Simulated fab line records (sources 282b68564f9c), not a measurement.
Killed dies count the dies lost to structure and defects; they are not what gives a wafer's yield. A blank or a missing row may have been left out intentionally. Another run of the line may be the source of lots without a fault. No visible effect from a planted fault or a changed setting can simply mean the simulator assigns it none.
Which of the tools did it?    flow rit_cmos    45 wafers from 15 lots sampled at 6 of the route's 202 steps

== WHAT THE GAUGES READ, wafer by wafer ==
RIT_ACTIVE_THK_MEAS_02. Usual: for ACTIVE_OXIDE_THK the level is 47.0 nm and the standard deviation is 0.82.
lot   measured     on             ACTIVE_OXIDE_THK (nm)  flag
L262  day 1 12:52  film_metro-02  47.0 46.7 47.0         
L264  day 1 22:04  film_metro-03  46.9 46.3 47.2         
L269  day 3 01:01  film_metro-04  48.0 48.2 48.3         
L272  day 3 15:35  film_metro-04  48.3 47.6 47.9         
L274  day 4 00:17  film_metro-02  47.3 46.9 47.0         
L275  day 4 06:08  film_metro-02  47.2 46.4 47.1         
L276  day 4 11:02  film_metro-02  46.9 46.7 46.0         
L277  day 4 15:45  film_metro-03  47.4 48.6 47.7         
L278  day 4 20:04  film_metro-04  46.7 47.6 46.9         
L279  day 5 01:24  film_metro-02  46.7 46.0 46.0         
L280  day 5 06:23  film_metro-04  46.9 46.7 45.9         
L281  day 5 11:03  film_metro-04  45.7 45.1 45.7         
L282  day 5 16:03  film_metro-03  48.1 47.2 47.1         
L284  day 6 02:57  film_metro-02  47.1 45.8 45.6         
L285  day 6 07:04  film_metro-04  48.0 46.5 47.7         

RIT_NWELL_TW_MEAS_10. Usual: for NWELL_TW the level is 2136 and the standard deviation is 28.
lot   measured     on             NWELL_TW        flag
L262  day 1 22:33  film_metro-04  2149 2149 2153  
L264  day 2 07:17  film_metro-04  2157 2159 2149  
L269  day 3 10:15  film_metro-01  2624 2609 2631  OFF
L272  day 4 01:52  film_metro-01  2641 2641 2653  OFF
L274  day 4 11:11  film_metro-02  2646 2651 2637  OFF
L275  day 4 16:23  film_metro-04  2166 2146 2163  
L276  day 4 20:56  film_metro-04  2154 2154 2158  
L277  day 5 01:32  film_metro-04  2153 2151 2143  
L278  day 5 05:20  film_metro-01  2098 2107 2106  
L279  day 5 10:31  film_metro-02  2139 2143 2131  
L280  day 5 16:59  film_metro-04  2145 2154 2154  
L281  day 5 22:07  film_metro-01  2109 2104 2096  
L282  day 6 03:45  film_metro-01  2092 2094 2101  
L284  day 6 11:56  film_metro-04  2185 2172 2181  
L285  day 6 19:49  film_metro-04  2172 2170 2170  

RIT_WELLDRIVE_RS_MEAS_01: measures by four-point-probe. Usual: for NWELL_RS the level is 275.4 ohm/sq and the standard deviation is 0.82.
lot   measured     on             NWELL_RS (ohm/sq)  flag
L262  day 2 06:22  film_metro-01  273.7 275.9 274.5  
L264  day 2 14:02  film_metro-02  275.2 274.8 276.1  
L269  day 3 17:18  film_metro-01  182.6 182.6 183.0  OFF
L272  day 4 09:14  film_metro-02  182.0 182.1 181.4  OFF
L274  day 4 18:14  film_metro-01  182.8 183.0 183.5  OFF
L275  day 4 23:24  film_metro-01  274.7 275.1 275.8  
L276  day 5 04:29  film_metro-04  274.8 275.7 275.4  
L277  day 5 08:13  film_metro-02  275.2 275.7 276.3  
L278  day 5 13:01  film_metro-02  276.0 276.1 275.3  
L279  day 5 18:01  film_metro-01  274.5 275.1 275.1  
L280  day 5 23:48  film_metro-01  275.2 275.6 275.8  
L281  day 6 05:07  film_metro-04  276.6 277.4 276.4  
L282  day 6 10:34  film_metro-02  276.4 276.1 275.3  
L284  day 6 19:21  film_metro-02  275.2 275.1 275.2  
L285  day 7 03:35  film_metro-01  275.5 275.2 275.3  

RIT_CONTACT_CD_MEAS_90: target cd 1000 nm. Usual: cd_nm at 999.5 nm, with a standard deviation of 2.1.
lot   measured     on         cd_nm (nm)            flag
L262  day 3 08:10  cd_sem-02  999.5 999.7 1000.5    
L264  day 3 15:55  cd_sem-02  1001.6 998.4 1002.6   
L269  day 4 20:16  cd_sem-01  996.5 996.9 995.5     
L272  day 5 11:31  cd_sem-02  1001.5 999.9 1001.8   
L274  day 5 23:11  cd_sem-02  999.3 1000.7 999.5    
L275  day 6 01:16  cd_sem-01  997.1 995.4 996.6     
L276  day 6 05:18  cd_sem-01  999.7 1000.1 1000.2   
L277  day 6 08:08  cd_sem-01  1001.6 998.4 998.2    
L278  day 6 13:10  cd_sem-01  998.9 999.7 999.1     
L279  day 6 18:41  cd_sem-01  999.0 997.4 995.5     
L280  day 7 00:58  cd_sem-01  1001.0 1000.3 1000.8  
L281  day 7 08:38  cd_sem-01  999.2 1001.2 1002.0   
L282  day 7 14:13  cd_sem-01  994.9 994.6 996.3     
L284  day 7 20:50  cd_sem-02  1002.9 1003.6 1002.7  
L285  day 8 05:18  cd_sem-01  998.6 996.4 997.9     

== WHICH TOOL RAN EACH LOT (tool, then ch and the chambers of the sampled wafers, then the start) ==
lot   RIT_NWELL_IMPLANT_08            RIT_GATE_STRIP_20
L262  implanter-04 ch 0, day 1 22:13  plasma_asher-04 ch 0,1, day 2 16:59
L264  implanter-02 ch 0, day 2 06:58  plasma_asher-01 ch 0,1, day 2 23:36
L269  implanter-03 ch 0, day 3 09:38  plasma_asher-01 ch 0,1, day 4 03:43
L272  implanter-03 ch 0, day 4 01:11  plasma_asher-03 ch 0,1, day 4 20:14
L274  implanter-03 ch 0, day 4 10:32  plasma_asher-03 ch 0,1, day 5 04:34
L275  implanter-03 ch 0, day 4 16:05  plasma_asher-04 ch 0,1, day 5 09:46
L276  implanter-04 ch 0, day 4 20:38  plasma_asher-04 ch 0,1, day 5 13:50
L277  implanter-04 ch 0, day 5 01:12  plasma_asher-04 ch 0,1, day 5 16:41
L278  implanter-02 ch 0, day 5 05:02  plasma_asher-03 ch 0,1, day 5 21:29
L279  implanter-04 ch 0, day 5 10:12  plasma_asher-01 ch 0,1, day 6 03:10
L280  implanter-02 ch 0, day 5 16:40  plasma_asher-03 ch 0,1, day 6 08:32
L281  implanter-02 ch 0, day 5 21:47  plasma_asher-01 ch 1, day 6 17:01
L282  implanter-04 ch 0, day 6 03:25  plasma_asher-01 ch 0,1, day 6 21:29
L284  implanter-04 ch 0, day 6 11:38  plasma_asher-03 ch 1, day 7 05:05
L285  implanter-02 ch 0, day 6 19:32  plasma_asher-01 ch 0,1, day 7 13:36
- RIT_NWELL_IMPLANT_08
- RIT_GATE_STRIP_20: strips in O2, time 180 s.

== WHAT THE TOOLS THEMSELVES READ (means of the sampled wafers that have a number; where no wafer has one, the mark that the record gives instead) ==
RIT_GATE_STRIP_20. Usual: drypump_motor_current_A at 5.3 A, with a standard deviation of 0.4.
lot   tool             drypump_motor_current_A (A)  flag
L262  plasma_asher-04  5.5                          
L264  plasma_asher-01  5.0                          
L269  plasma_asher-01  5.0                          
L272  plasma_asher-03  5.3                          
L274  plasma_asher-03  5.3                          
L275  plasma_asher-04  5.5                          
L276  plasma_asher-04  5.6                          
L277  plasma_asher-04  5.5                          
L278  plasma_asher-03  5.3                          
L279  plasma_asher-01  5.0                          
L280  plasma_asher-03  5.6                          
L281  plasma_asher-01  4.8                          
L282  plasma_asher-01  5.0                          
L284  plasma_asher-03  5.9                          
L285  plasma_asher-01  5.2                          

== THE ANSWER, worked out from the rows above alone ==
Rule: a lot is off if the mean of its wafers that have a number lies more than 3 standard deviations from the usual mean. Also off: a lot with no number at a reading for which 4 or more lots have one. Where the step has rows for the other lots, those lots are counted as sound. Order of review: gauges by route order, followed by the tools' own readings, for which a lot's mean as printed above is used. The first step at which some lot is off is used, and at that step the reading that is off furthest; a lot without a number counts as furthest.
Off: L269, L272, L274, at RIT_NWELL_TW_MEAS_10 (NWELL_TW).
If a tool, at a process step before that reading, ran all the lots that are off and no sound lot after the first of them, it fits. Gauges at RIT_NWELL_TW_MEAS_10: tried the same way as those tools. No candidate that was tried fits.

== WHAT THE SIMULATOR PUT IN ==
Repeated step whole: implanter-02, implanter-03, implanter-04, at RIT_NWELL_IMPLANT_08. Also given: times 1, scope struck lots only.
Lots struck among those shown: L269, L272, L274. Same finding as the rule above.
